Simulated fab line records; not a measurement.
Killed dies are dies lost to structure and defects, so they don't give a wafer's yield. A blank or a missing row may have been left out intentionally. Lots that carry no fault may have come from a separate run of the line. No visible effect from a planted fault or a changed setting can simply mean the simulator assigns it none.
Which tool did it?	flow berkeleyCmos170	21 wafers from 7 lots sampled at 2 of the route's 331 steps

WHAT THE GAUGES SHOWED, per wafer
UCB170_M2_CD_MEAS_90 targets a cd of 700 nm.
lot	measured	on	cdNm (nm)
L618	day 8 18:01	cdSem-01	705.3 701.2 704.0
L621	day 9 18:50	cdSem-01	700.6 698.9 698.4
L625	day 10 08:02	cdSem-01	700.7 703.4 703.2
L630	day 11 07:16	cdSem-01	703.8 701.2 702.7
L633	day 11 12:26	cdSem-01	697.0 695.8 701.7
L638	day 12 13:50	cdSem-01	697.2 699.5 702.0
L639	day 13 06:18	cdSem-01	701.2 700.5 703.9

WHAT TOOL EACH LOT RAN ON (gives the tool, then ch and the chambers of the sampled wafers, and finally the start)
lot	UCB170_M1_ETCH_11
L618	rieDiel-01 ch 0,1,3, day 8 09:50
L621	rieDiel-04 ch 0,1,3, day 9 10:07
L625	rieDiel-04 ch 0,3, day 9 23:01
L630	rieDiel-04 ch 0,2,3, day 10 22:17
L633	rieDiel-03 ch 0,1,3, day 11 04:11
L638	rieDiel-03 ch 0,1,3, day 12 04:38
L639	rieDiel-04 ch 1,3, day 12 21:29
- UCB170_M1_ETCH_11: etches BARC in N2/H2.

THE ANSWER, worked out from the rows above alone
Rule: the lots themselves supply what counts as usual. The widest of any qualifying gaps counts: lots, ordered by their means at a reading, are off when they make up no more than a third of the lots, leave a main group of 4 or more, and stand apart from it by 3 or more times the standard deviation of that group's means. If all means in a main group match to the digits the tables above print for the reading, that group is not used. A lot without any number at a reading at which 4 lots or more have one is off too. Where the step has rows for the other lots, those lots are counted as sound.
Nothing can be told from this: no lot is off at any reading shown.

WHAT THE SIMULATOR HAD INSERTED
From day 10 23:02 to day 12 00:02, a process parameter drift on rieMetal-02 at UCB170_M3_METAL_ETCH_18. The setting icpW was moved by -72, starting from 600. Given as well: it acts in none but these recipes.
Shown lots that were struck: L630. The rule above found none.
